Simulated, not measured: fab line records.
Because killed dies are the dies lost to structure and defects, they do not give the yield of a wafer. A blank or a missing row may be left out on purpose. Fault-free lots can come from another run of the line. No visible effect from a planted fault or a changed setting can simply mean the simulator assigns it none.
fab line records	flow rit_cmos
record: lots: 6	wafers: 18	last_day: 7
route steps=202 shown NLDD@110 PLDD@114 SPACER@125 NSD@131 PSD@142 M1@202
lots that met no fault: from a run of the same line without faults
start_h: the number of hours between the record's first day and the start of the first shown wafer of the lot	wait_h: time in hours since the lot's previous step	" as in the row above	L1.1+2: a single row standing in for several wafers	- no value, or no start was given	* or withheld: withheld	< > ~ a bound
route shown NAME@n: a module of which the file shows steps, and the number in the route of the first	usual: average and standard deviation across the fault-free wafers	same: alike in all rows	chamber/n: place in a boat	sites: readings site by site	_std_site: how widely they spread, as a standard deviation	_edge_site: mean of outer sites minus mean of inner sites	radius_mm: for every site, how far away it sits from the centre of the wafer	mask NAME#n: copy n	behind: the most recent tool/chamber to have shaped the wafer	hold: what put the lot on hold/how long, in hours/how the hold closed	device: names the non-switching transistor (n, p or np)	end of line: the tests these same wafers got at the end of their route	a step given without rows: its recipe and nothing more	killed: not the wafer's yield, but the dies lost to structure and defects at the first sort	map: dies across one wafer; x = killed, . = not, _ = none there
set.NAME: the run value of the setting; set.NAME@STEP: its run value at that earlier step	model.NAME: the simulator's own value behind a step, which no gauge read
lots at selected steps of the route; one table per step, one row per wafer
services: the hour from which a tool's chamber was out of use, counted from the record's first day as start_h (under 0 if before that day), plus the number of hours and why
== steps ==
step: RIT_NLDD_HARDBAKE_07
recipe: resist: NOVOLAK	temp_c: 140	time_s: 60
step: RIT_NLDD_IMPLANT_08
recipe: species: P	energy_kev: 19.89	dose_cm2: 5e+14	tilt_deg: 7
step: RIT_NLDD_STRIP_09
recipe: chemistry: O2	time_s: 180	resist: NOVOLAK	platen_temp_c: withheld	power_w: 500	pressure_mtorr: 4000	o2_flow_sccm: 4000
usual: drypump_motor_current_A: 5.7/0.33
lot.wafer	tool	chamber	start_h	wait_h	drypump_motor_current_A	rf_hours_counter_h
L394.1	plasma_asher-01	1	50.00	0.1	6.0	41
L394.3	"	1	"	"	6.0	-
L394.5	"	0	"	"	5.0	-
L396.1	plasma_asher-03	1	60.51	0.1	5.7	44
L396.4	"	1	"	"	5.7	-
L396.6	"	1	"	"	5.7	-
L401.1	plasma_asher-03	0	83.17	0.1	5.8	46
L401.2	"	1	"	"	5.7	46
L401.5	"	0	"	"	5.8	-
L402.1	plasma_asher-03	1	87.64	0.1	5.7	47
L402.3	"	1	"	"	5.7	-
L402.5	"	1	"	"	5.7	-
L414.2	plasma_asher-03	0	147.59	0.1	5.7	56
L414.5	"	1	"	"	5.7	-
L414.6	"	0	"	"	5.7	-
L416.4	plasma_asher-02	0	157.51	0.1	5.7	-
L416.5	"	1	"	"	6.1	-
L416.6	"	0	"	"	5.7	-
step: RIT_NLDD_TW_MEAS_10
usual: NLDD_TW: 2501/26
lot.wafer	tool	chamber	start_h	wait_h	NLDD_TW
L394.1	film_metro-02	-	50.18	0.1	2529
L394.3	"	-	"	"	2519
L394.5	"	-	"	"	2525
L396.1	film_metro-02	-	60.69	0.1	2517
L396.4	"	-	"	"	2519
L396.6	"	-	"	"	2518
L401.1	film_metro-01	-	83.35	0.1	2476
L401.2	"	-	"	"	2480
L401.5	"	-	"	"	2463
L402.1	film_metro-04	-	87.81	0.1	2527
L402.3	"	-	"	"	2528
L402.5	"	-	"	"	2518
L414.2	film_metro-01	-	147.77	0.1	2463
L414.5	"	-	"	"	2463
L414.6	"	-	"	"	2457
L416.4	film_metro-04	-	157.66	0.1	2523
L416.5	"	-	"	"	2508
L416.6	"	-	"	"	2524
step: RIT_PLDD_HMDS_00
recipe: prime_time_s: 60	prime_temp_c: 140
step: RIT_PLDD_COAT_01
recipe: resist: NOVOLAK	spin_rpm: 3250	resist_thk_nm: 1000
step: RIT_PLDD_SOFTBAKE_02
recipe: resist: NOVOLAK	temp_c: 90	time_s: 60
step: RIT_PLDD_EXPOSE_03
recipe: mask_id: M8	na: 0.57	target_cd_nm: 40900	dose_mj: 250
step: RIT_PLDD_PEB_04
recipe: resist: NOVOLAK	temp_c: withheld	time_s: withheld
step: RIT_PLDD_DEVELOP_05
recipe: resist: NOVOLAK	develop_time_s: 50	dev_temp_c: 23
step: RIT_PLDD_OVL_MEAS_06
usual: PLDD_OVL: -0.3/1.5
lot.wafer	tool	chamber	start_h	wait_h	PLDD_OVL[nm]
L394.1	overlay-02	-	51.09	-	0.4
L394.3	"	-	"	"	-0.8
L394.5	"	-	"	"	-0.8
L396.1	overlay-02	-	61.60	-	0.8
L396.4	"	-	"	"	-0.4
L396.6	"	-	"	"	-0.2
L401.1	overlay-02	-	84.38	-	1.4
L401.2	"	-	"	"	-0.3
L401.5	"	-	"	"	1.1
L402.1	overlay-02	-	88.72	-	0.4
L402.3	"	-	"	"	0.1
L402.5	"	-	"	"	-2.4
L414.2	overlay-01	-	148.68	-	-2.5
L414.5	"	-	"	"	-0.8
L414.6	"	-	"	"	-2.8
L416.4	overlay-01	-	158.55	-	0.3
L416.5	"	-	"	"	-0.3
L416.6	"	-	"	"	-3.0
step: RIT_PLDD_HARDBAKE_07
recipe: resist: NOVOLAK	temp_c: 140	time_s: 60
step: RIT_PLDD_IMPLANT_08
recipe: species: BF2	energy_kev: 20	dose_cm2: 9e+14	tilt_deg: 7
usual: end_station_pressure_torr: 7.3e-06/3.3e-07
lot.wafer	tool	chamber	start_h	wait_h	end_station_pressure_torr
L394.1	implanter-02	0	51.27	0.1	7.7e-06
L394.3	"	0	"	"	7e-06
L394.5	"	0	"	"	8e-06
L396.1	implanter-02	0	61.78	0.1	7e-06
L396.4	"	0	"	"	7.3e-06
L396.6	"	0	"	"	7.2e-06
L401.1	implanter-02	0	84.57	0.1	7.4e-06
L401.2	"	0	"	"	7.5e-06
L401.5	"	0	"	"	7.3e-06
L402.1	implanter-02	0	88.91	0.1	7.2e-06
L402.3	"	0	"	"	7.9e-06
L402.5	"	0	"	"	7.5e-06
L414.2	implanter-02	0	148.88	0.1	7.2e-06
L414.5	"	0	"	"	7.9e-06
L414.6	"	0	"	"	7.6e-06
L416.4	implanter-01	0	158.80	0.1	7.1e-06
L416.5	"	0	"	"	7.1e-06
L416.6	"	0	"	"	6.9e-06
step: RIT_PLDD_STRIP_09
recipe: chemistry: O2	time_s: 180	resist: NOVOLAK	platen_temp_c: withheld	power_w: 500	pressure_mtorr: 4000	o2_flow_sccm: 4000
usual: drypump_motor_current_A: 5.6/0.45
lot.wafer	tool	chamber	start_h	wait_h	drypump_motor_current_A	rf_hours_counter_h
L394.1	plasma_asher-01	1	51.42	0.1	6.0	41
L394.3	"	1	"	"	6.0	-
L394.5	"	0	"	"	5.0	-
L396.1	plasma_asher-04	0	61.93	0.1	5.1	40
L396.4	"	0	"	"	5.1	-
L396.6	"	1	"	"	6.0	-
L401.1	plasma_asher-01	1	84.72	0.1	6.0	45
L401.2	"	0	"	"	5.0	45
L401.5	"	1	"	"	6.0	-
L402.1	plasma_asher-04	1	89.06	0.1	6.0	43
L402.3	"	0	"	"	5.1	-
L402.5	"	0	"	"	5.1	-
L414.2	plasma_asher-02	0	149.01	0.1	5.7	26
L414.5	"	0	"	"	5.7	-
L414.6	"	1	"	"	6.1	-
L416.4	plasma_asher-01	0	158.93	0.1	5.1	-
L416.5	"	0	"	"	5.0	-
L416.6	"	1	"	"	6.0	-
step: RIT_PLDD_TW_MEAS_10
usual: PLDD_TW: 2355/26
lot.wafer	tool	chamber	start_h	wait_h	PLDD_TW
L394.1	film_metro-04	-	51.60	0.1	2370
L394.3	"	-	"	"	2393
L394.5	"	-	"	"	2388
L396.1	film_metro-02	-	62.11	0.1	2385
L396.4	"	-	"	"	2382
L396.6	"	-	"	"	2394
L401.1	film_metro-04	-	84.89	0.1	2250
L401.2	"	-	"	"	2260
L401.5	"	-	"	"	2246
L402.1	film_metro-01	-	89.24	0.1	2205
L402.3	"	-	"	"	2209
L402.5	"	-	"	"	2213
L414.2	film_metro-01	-	149.19	0.1	2324
L414.5	"	-	"	"	2314
L414.6	"	-	"	"	2331
L416.4	film_metro-01	-	159.08	0.1	2326
L416.5	"	-	"	"	2313
L416.6	"	-	"	"	2332
step: RIT_SPACER_CLEAN_00
recipe: chemistry: SC1	mix: 3:3:50	time_s: 600	temp_c: 75
step: RIT_SPACER_CLEAN_01
recipe: chemistry: dHF	dilution: 50:1	time_s: 28.75
step: RIT_SPACER_CLEAN_02
recipe: chemistry: SC2	mix: 3:3:50	time_s: 600	temp_c: 75	dry: n2_spin
step: RIT_SPACER_CVD_03
recipe: material: Si3N4	target_thk_nm: 250	temp_c: 810	precursor: SiH2Cl2/NH3	time_s: 3300	pressure_mtorr: 300	sih2cl2_flow_sccm: 60	nh3_flow_sccm: 150
step: RIT_SPACER_THK_MEAS_04
recipe: reads: Si3N4_of_SPACER_CVD_03
usual: SPACER_NITRIDE_THK: 249.1/2.2
lot.wafer	tool	chamber	start_h	wait_h	SPACER_NITRIDE_THK[nm]
L394.1	film_metro-02	-	53.96	0.0	247.1
L394.3	"	-	"	"	248.7
L394.5	"	-	"	"	249.1
L396.1	film_metro-02	-	64.45	0.0	250.9
L396.4	"	-	"	"	249.8
L396.6	"	-	"	"	249.4
L401.1	film_metro-03	-	87.24	0.0	247.0
L401.2	"	-	"	"	245.7
L401.5	"	-	"	"	248.9
L402.1	film_metro-01	-	91.84	0.0	247.0
L402.3	"	-	"	"	245.8
L402.5	"	-	"	"	249.7
L414.2	film_metro-03	-	151.55	0.0	250.3
L414.5	"	-	"	"	248.1
L414.6	"	-	"	"	250.1
L416.4	film_metro-03	-	161.42	0.0	251.9
L416.5	"	-	"	"	250.3
L416.6	"	-	"	"	251.4
step: RIT_SPACER_ETCHBACK_05
recipe: target_depth_a: 2500	SF6_flow_sccm: 30	CHF3_flow_sccm: 30	target: Si3N4	chemistry: SF6/CHF3	pressure_mtorr: 40	rf_w: 250	time_s: 240	stop_on: SiO2
usual: CHF3_flow_sccm: 30.00/0.089	drypump_motor_current_A: 5.6/0.48	oes_product_au: 0.840/0.014	throttle_valve_pct: 10.30/0.17
lot.wafer	tool	chamber	start_h	wait_h	CHF3_flow_sccm	drypump_motor_current_A	oes_product_au	rf_hours_counter_h	throttle_valve_pct
L394.1	rie_diel-02	1	54.02	0.1	29.98	5.4	0.839	6	10.20
L394.3	"	0	"	"	29.95	6.5	0.818	3	10.56
L394.5	"	1	"	"	30.09	5.4	0.838	-	10.21
L396.1	rie_diel-04	0	64.51	0.1	29.90	5.7	0.832	21	10.07
L396.4	"	3	"	"	29.92	5.2	0.848	70	10.36
L396.6	"	1	"	"	30.19	5.1	0.867	-	10.35
L401.1	rie_diel-04	3	87.30	0.1	30.00	5.3	0.847	70	10.36
L401.2	"	2	"	"	30.04	5.5	0.815	103	10.42
L401.5	"	0	"	"	30.15	5.7	0.827	-	10.06
L402.1	rie_diel-02	1	91.90	0.1	29.98	5.4	0.840	7	10.21
L402.3	"	0	"	"	30.05	6.5	0.815	4	10.57
L402.5	"	0	"	"	30.14	6.5	0.815	-	10.54
L414.2	rie_diel-04	3	151.60	0.0	30.05	5.2	0.851	71	10.38
L414.5	"	3	"	"	30.20	5.2	0.848	-	10.38
L414.6	"	2	"	"	30.08	5.5	0.823	-	10.42
L416.4	rie_diel-02	2	161.45	0.0	30.14	5.5	0.847	3	10.42
L416.5	"	1	"	"	29.99	5.4	0.847	-	10.21
L416.6	"	2	"	"	30.04	5.4	0.844	-	10.40
step: RIT_NSD_HMDS_00
recipe: prime_time_s: 60	prime_temp_c: 140
step: RIT_NSD_COAT_01
recipe: resist: NOVOLAK	spin_rpm: 3250	resist_thk_nm: 1000
step: RIT_NSD_SOFTBAKE_02
recipe: resist: NOVOLAK	temp_c: 90	time_s: 60
step: RIT_NSD_EXPOSE_03
recipe: mask_id: M9	na: 0.57	target_cd_nm: 40700	dose_mj: 250
step: RIT_NSD_PEB_04
recipe: resist: NOVOLAK	temp_c: withheld	time_s: withheld
step: RIT_NSD_DEVELOP_05
recipe: resist: NOVOLAK	develop_time_s: 50	dev_temp_c: 23
step: RIT_NSD_OVL_MEAS_06
usual: NSD_OVL: 1.2/1.4
lot.wafer	tool	chamber	start_h	wait_h	NSD_OVL[nm]
L394.1	overlay-02	-	55.18	-	-2.5
L394.3	"	-	"	"	-0.7
L394.5	"	-	"	"	-0.3
L396.1	overlay-02	-	65.64	-	2.1
L396.4	"	-	"	"	4.7
L396.6	"	-	"	"	1.4
L401.1	overlay-02	-	88.46	-	0.2
L401.2	"	-	"	"	0.8
L401.5	"	-	"	"	2.0
L402.1	overlay-01	-	93.04	-	2.9
L402.3	"	-	"	"	-0.2
L402.5	"	-	"	"	1.3
L414.2	overlay-02	-	152.61	-	1.1
L414.5	"	-	"	"	1.1
L414.6	"	-	"	"	1.3
L416.4	overlay-01	-	162.48	-	1.1
L416.5	"	-	"	"	-1.0
L416.6	"	-	"	"	-1.3
step: RIT_NSD_HARDBAKE_07
recipe: resist: NOVOLAK	temp_c: 140	time_s: 60
step: RIT_NSD_IMPLANT_08
recipe: species: P	energy_kev: 25	dose_cm2: 1e+15	tilt_deg: 7
step: RIT_NSD_STRIP_09
recipe: chemistry: O2	time_s: 180	resist: NOVOLAK	platen_temp_c: withheld	power_w: 500	pressure_mtorr: 4000	o2_flow_sccm: 4000
usual: drypump_motor_current_A: 5.7/0.34
lot.wafer	tool	chamber	start_h	wait_h	drypump_motor_current_A	rf_hours_counter_h
L394.1	plasma_asher-03	1	55.52	0.1	5.7	44
L394.3	"	0	"	"	5.7	-
L394.5	"	1	"	"	5.7	-
L396.1	plasma_asher-02	0	65.97	0.1	5.7	24
L396.4	"	1	"	"	6.1	-
L396.6	"	0	"	"	5.7	-
L401.1	plasma_asher-03	0	88.80	0.1	5.8	47
L401.2	"	1	"	"	5.7	47
L401.5	"	1	"	"	5.7	-
L402.1	plasma_asher-04	0	93.37	0.1	5.1	43
L402.3	"	1	"	"	6.0	-
L402.5	"	1	"	"	6.0	-
L414.2	plasma_asher-02	1	152.94	0.1	6.1	27
L414.5	"	1	"	"	6.1	-
L414.6	"	0	"	"	5.7	-
L416.4	plasma_asher-03	1	162.85	0.1	5.7	-
L416.5	"	0	"	"	5.8	-
L416.6	"	1	"	"	5.7	-
step: RIT_NSD_TW_MEAS_10
usual: NSD_TW: 3129/32
lot.wafer	tool	chamber	start_h	wait_h	NSD_TW
L394.1	film_metro-04	-	55.69	0.1	3169
L394.3	"	-	"	"	3158
L394.5	"	-	"	"	3158
L396.1	film_metro-01	-	66.15	0.1	3113
L396.4	"	-	"	"	3126
L396.6	"	-	"	"	3103
L401.1	film_metro-04	-	88.98	0.1	3145
L401.2	"	-	"	"	3176
L401.5	"	-	"	"	3186
L402.1	film_metro-01	-	93.55	0.1	3127
L402.3	"	-	"	"	3093
L402.5	"	-	"	"	3090
L414.2	film_metro-01	-	153.12	0.1	3089
L414.5	"	-	"	"	3070
L414.6	"	-	"	"	3083
L416.4	film_metro-02	-	163.00	0.1	3145
L416.5	"	-	"	"	3133
L416.6	"	-	"	"	3148
step: RIT_PSD_HMDS_00
recipe: prime_time_s: 60	prime_temp_c: 140
step: RIT_PSD_COAT_01
recipe: resist: NOVOLAK	spin_rpm: 3250	resist_thk_nm: 994.2
step: RIT_PSD_SOFTBAKE_02
recipe: resist: NOVOLAK	temp_c: 90	time_s: 60
step: RIT_PSD_EXPOSE_03
recipe: mask_id: M10	na: 0.57	target_cd_nm: 40900	dose_mj: 250
step: RIT_PSD_PEB_04
recipe: resist: NOVOLAK	temp_c: withheld	time_s: withheld
step: RIT_PSD_DEVELOP_05
recipe: resist: NOVOLAK	develop_time_s: 50	dev_temp_c: 23
step: RIT_PSD_OVL_MEAS_06
usual: PSD_OVL: 0.5/1.6
lot.wafer	tool	chamber	start_h	wait_h	PSD_OVL[nm]
L394.1	overlay-02	-	56.88	-	1.2
L394.3	"	-	"	"	-1.7
L394.5	"	-	"	"	-0.2
L396.1	overlay-02	-	67.06	-	-0.7
L396.4	"	-	"	"	-0.6
L396.6	"	-	"	"	0.1
L401.1	overlay-02	-	90.01	-	-0.1
L401.2	"	-	"	"	0.1
L401.5	"	-	"	"	-0.5
L402.1	overlay-01	-	94.58	-	3.2
L402.3	"	-	"	"	1.2
L402.5	"	-	"	"	0.7
L414.2	overlay-01	-	154.15	-	2.2
L414.5	"	-	"	"	1.0
L414.6	"	-	"	"	0.0
L416.4	overlay-01	-	163.96	-	2.1
L416.5	"	-	"	"	4.7
L416.6	"	-	"	"	3.4
step: RIT_PSD_HARDBAKE_07
recipe: resist: NOVOLAK	temp_c: 140	time_s: 60
step: RIT_PSD_IMPLANT_08
recipe: species: BF2	energy_kev: 27	dose_cm2: 4.905e+15	tilt_deg: 7
step: RIT_PSD_STRIP_09
recipe: chemistry: O2	time_s: 180	resist: NOVOLAK	platen_temp_c: withheld	power_w: 500	pressure_mtorr: 4000	o2_flow_sccm: 4000
usual: drypump_motor_current_A: 5.6/0.33
lot.wafer	tool	chamber	start_h	wait_h	drypump_motor_current_A	rf_hours_counter_h
L394.1	plasma_asher-03	1	57.22	0.1	5.6	44
L394.3	"	1	"	"	5.7	-
L394.5	"	0	"	"	5.7	-
L396.1	plasma_asher-01	1	67.39	0.1	6.0	43
L396.4	"	1	"	"	6.0	-
L396.6	"	0	"	"	5.0	-
L401.1	plasma_asher-03	0	90.35	0.1	5.7	47
L401.2	"	1	"	"	5.7	47
L401.5	"	0	"	"	5.7	-
L402.1	plasma_asher-03	1	94.92	0.1	5.7	48
L402.3	"	0	"	"	5.7	-
L402.5	"	0	"	"	5.8	-
L414.2	plasma_asher-03	0	154.48	0.1	5.8	57
L414.5	"	1	"	"	5.7	-
L414.6	"	0	"	"	5.7	-
L416.4	plasma_asher-03	1	164.34	0.1	5.7	-
L416.5	"	0	"	"	5.8	-
L416.6	"	1	"	"	5.7	-
step: RIT_SDANNEAL_RS_MEAS_06
recipe: thk_meas_gauge: four-point-probe
usual: PLDD_RS: 178.8/0.44
lot.wafer	tool	chamber	start_h	wait_h	PLDD_RS[ohm/sq]
L394.1	film_metro-01	-	58.12	0.1	179.0
L394.3	"	-	"	"	178.4
L394.5	"	-	"	"	178.3
L396.1	film_metro-04	-	68.33	0.1	177.9
L396.4	"	-	"	"	179.0
L396.6	"	-	"	"	178.6
L401.1	film_metro-02	-	91.25	0.1	200.8
L401.2	"	-	"	"	200.8
L401.5	"	-	"	"	200.6
L402.1	film_metro-04	-	95.82	0.1	200.7
L402.3	"	-	"	"	200.5
L402.5	"	-	"	"	200.5
L414.2	film_metro-02	-	155.40	0.1	179.0
L414.5	"	-	"	"	179.3
L414.6	"	-	"	"	178.8
L416.4	film_metro-01	-	165.26	0.1	178.8
L416.5	"	-	"	"	179.2
L416.6	"	-	"	"	178.9
step: RIT_M1_PROBE_99
usual: killed_at_front_end: 7/3.2	killed_dies: 7/3.2	killed_open: 3.2/2.1	killed_short: 3.7/2.1
same: gross_dies: 264	killed_at_M0_to_M3: 0	killed_at_M4_up: 0	killed_at_back_side: 0	killed_at_contacts: 0	killed_at_other: 0
lot.wafer	tool	chamber	start_h	wait_h	killed_at_front_end	killed_dies	killed_open	killed_short	model.etest.pmos_turned.r_on_ohm_um	model.etest.pldd.rs_ohm_sq_range	model.etest.pldd.rs_ohm_sq	model.etest.pldd.rs_ohm_sq_rim_less_centre	model.etest.pldd.line_ohm_um	model.etest.pmos_0p15.drive_ua_um_range	model.etest.pmos_turned.drive_ua_um	model.etest.pmos_0p15.drive_ua_um_rim_less_centre
L394.1	prober-01	-	65.52	0.1	11	11	4	7	3365	6.967	486.1	-1.415	151.4	4.641	190.4	-2.805
L394.3	prober-01	-	65.62	0.2	9	9	4	5	3494	13.19	493.9	3.215	156.6	4.313	186.9	-2.821
L394.5	prober-01	-	65.72	0.2	3	3	2	1	3375	6.905	471.8	-0.806	146.9	5.424	190.5	-2.891
L396.1	prober-01	-	75.90	0.1	11	11	6	5	3406	8.511	490.3	1.377	154.6	3.539	190.6	-2.966
L396.4	prober-01	-	76.05	0.2	9	9	3	6	3484	7.413	515.6	0.4217	163.6	5.75	184.5	-5.011
L396.6	prober-01	-	76.15	0.2	7	7	2	5	3388	7.752	487.2	-1.245	154.4	3.05	193.7	-0.3405
L401.1	prober-02	-	98.67	0.1	9	9	5	4	3834	159	655.7	-79.01	207.6	27.03	159.7	7.449
L401.2	prober-02	-	98.72	0.1	9	9	3	6	3840	162.1	631.4	-72.15	200.9	23.67	161.8	7.007
L401.5	prober-02	-	98.87	0.2	5	5	3	2	3906	157.2	660.2	-79.5	209.8	22.84	156.9	9.367
L402.1	prober-01	-	103.31	0.1	6	6	2	4	3794	158.7	621.6	-75.26	195.8	23.16	165.6	7.277
L402.3	prober-01	-	103.41	0.2	16	16	13	3	3861	159.2	596.8	-76.3	192.4	25.2	163.6	7.625
L402.5	prober-01	-	103.51	0.2	5	5	2	3	3852	162.8	600.4	-80.84	192.8	25.11	163.4	7.301
L414.2	prober-01	-	162.43	0.1	5	5	1	4	3515	6.585	503.1	-5.036	161.2	3.516	182.2	1.092
L414.5	prober-01	-	162.58	0.2	9	9	4	5	3417	7.071	484.1	2.506	152.8	3.964	188.2	1.28
L414.6	prober-01	-	162.63	0.2	6	6	2	4	3647	10.93	525.4	-6.715	165.5	4.93	174.6	-0.5719
L416.4	prober-01	-	172.84	0.2	7	7	4	3	3544	11.5	541.3	5.879	170.6	4.79	179.9	-1.618
L416.5	prober-01	-	172.89	0.2	8	8	2	6	3506	12.54	526.4	2.124	166.8	1.815	182.7	-0.5728
L416.6	prober-01	-	172.94	0.2	6	6	5	1	3617	7.412	548.8	1.125	174.8	3.748	177.2	-1.792
killed by level:class
L394.1 FOX1:geometric_particle:short=3 REOX:geometric_particle:short=2 FOX1:geometric_particle:open=1 GATE:geometric_particle:open=1 FOX2:geometric_particle:short=1 GATE:geometric_particle:short=1 REOX:geometric_particle:open=1 SILICIDE:geometric_particle:open=1
L394.3 GATE:geometric_particle:short=3 FOX1:geometric_particle:short=1 FOX2:geometric_particle:open=1 GATE:geometric_particle:open=1 REOX:geometric_particle:open=1 SPACER:geometric_particle:short=1 SPACER:geometric_particle:open=1
L394.5 FOX1:geometric_particle:open=1 GATE:geometric_particle:open=1 SILICIDE:geometric_particle:short=1
L396.1 GATE:geometric_particle:short=5 GATE:geometric_particle:open=3 FOX1:geometric_particle:open=2 SILICIDE:geometric_particle:open=1
L396.4 GATE:geometric_particle:short=3 SPACER:geometric_particle:short=2 FOX1:geometric_particle:short=1 GATE:geometric_particle:open=1 REOX:geometric_particle:open=1 SPACER:geometric_particle:open=1
L396.6 REOX:geometric_particle:short=2 SPACER:geometric_particle:short=2 FOX1:geometric_particle:open=1 GATE:geometric_particle:open=1 GATE:geometric_particle:short=1
L401.1 SPACER:geometric_particle:open=3 GATE:geometric_particle:open=2 FOX1:geometric_particle:short=1 GATE:geometric_particle:short=1 REOX:geometric_particle:short=1 SPACER:geometric_particle:short=1
L401.2 GATE:geometric_particle:short=3 REOX:geometric_particle:open=2 FOX1:geometric_particle:short=1 FOX2:geometric_particle:short=1 FOX2:geometric_particle:open=1 SPACER:geometric_particle:short=1
L401.5 GATE:geometric_particle:open=2 FOX2:geometric_particle:short=1 FOX2:geometric_particle:open=1 SPACER:geometric_particle:short=1
L402.1 SPACER:geometric_particle:short=2 GATE:geometric_particle:open=1 GATE:geometric_particle:short=1 REOX:geometric_particle:short=1 SPACER:geometric_particle:open=1
L402.3 FOX1:geometric_particle:open=3 FOX2:geometric_particle:open=3 GATE:geometric_particle:open=2 REOX:geometric_particle:open=2 SILICIDE:geometric_particle:open=2 FOX2:geometric_particle:short=1 GATE:geometric_particle:short=1 REOX:geometric_particle:short=1
L402.5 GATE:geometric_particle:short=1 GATE:geometric_particle:open=1 REOX:geometric_particle:open=1 SPACER:geometric_particle:short=1 SILICIDE:geometric_particle:short=1
L414.2 SILICIDE:geometric_particle:short=2 GATE:geometric_particle:short=1 GATE:geometric_particle:open=1 SPACER:geometric_particle:short=1
L414.5 GATE:geometric_particle:short=3 GATE:geometric_particle:open=2 SILICIDE:geometric_particle:open=2 SPACER:geometric_particle:short=1 SILICIDE:geometric_particle:short=1
L414.6 SILICIDE:geometric_particle:short=2 FOX1:geometric_particle:short=1 FOX2:geometric_particle:short=1 REOX:geometric_particle:open=1 SILICIDE:geometric_particle:open=1
L416.4 GATE:geometric_particle:open=3 GATE:geometric_particle:short=3 REOX:geometric_particle:open=1
L416.5 GATE:geometric_particle:short=4 SPACER:geometric_particle:short=2 FOX1:geometric_particle:open=1 REOX:geometric_particle:open=1
L416.6 GATE:geometric_particle:open=2 SPACER:geometric_particle:open=2 GATE:geometric_particle:short=1 SILICIDE:geometric_particle:open=1
== services ==
tool	chamber	start_h	hours	kind
rie_diel-02	2	33.32	12.3	repair
implanter-01	-	46.12	1.4	repair
rie_diel-04	-	68.26	2.8	pm
implanter-02	-	71.86	1.0	repair
rie_diel-04	2	73.09	7.9	repair
rie_diel-02	2	89.08	3.8	repair
plasma_asher-02	-	92.79	55.8	repair
rie_diel-04	3	102.39	4.4	repair
plasma_asher-04	-	108.92	9.0	pm
plasma_asher-04	0	108.92	9.0	vent_cycle
plasma_asher-04	1	108.92	9.0	vent_cycle
plasma_asher-04	0	117.92	-	clean
plasma_asher-04	1	117.92	-	clean
rie_diel-02	-	120.74	2.8	pm
implanter-02	-	129.46	7.3	pm
rie_diel-02	0	145.76	7.4	repair
plasma_asher-02	-	155.35	1.5	repair
rie_diel-04	-	159.88	0.9	repair
== key ==
first_sign: step: RIT_PLDD_TW_MEAS_10	reading: PLDD_TW	direction: down	sigmas: 4.7	usual: 2355	struck: 2230
effect: step: RIT_SDANNEAL_RS_MEAS_06	reading: PLDD_RS	direction: up	sigmas: 50	usual: 178.8	struck: 200.6
model_effect: step: RIT_M1_PROBE_99	value: etest.pmos_turned.r_on_ohm_um	without: 3602	struck: 3848
met_at RIT_PLDD_IMPLANT_08
struck_wafers L401.1,L401.2,L401.5,L402.1,L402.3,L402.5
tester_left_out L401,L402
onset_between 61.78 84.57
fault: kind: process_parameter_drift	tool: implanter-02	chamber: -	onset_h: 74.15	steps: RIT_PLDD_IMPLANT_08	channel: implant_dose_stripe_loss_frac	offset: 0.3	shape: step	end_h: 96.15
tester_left_out: of these lots the tester's yield and bins aren't shown, on N5 and GAA mostly nor the transistor test; their killed dies are dies lost to structure and defects alone, not to doping, threshold or leakage, so they don't give the yield
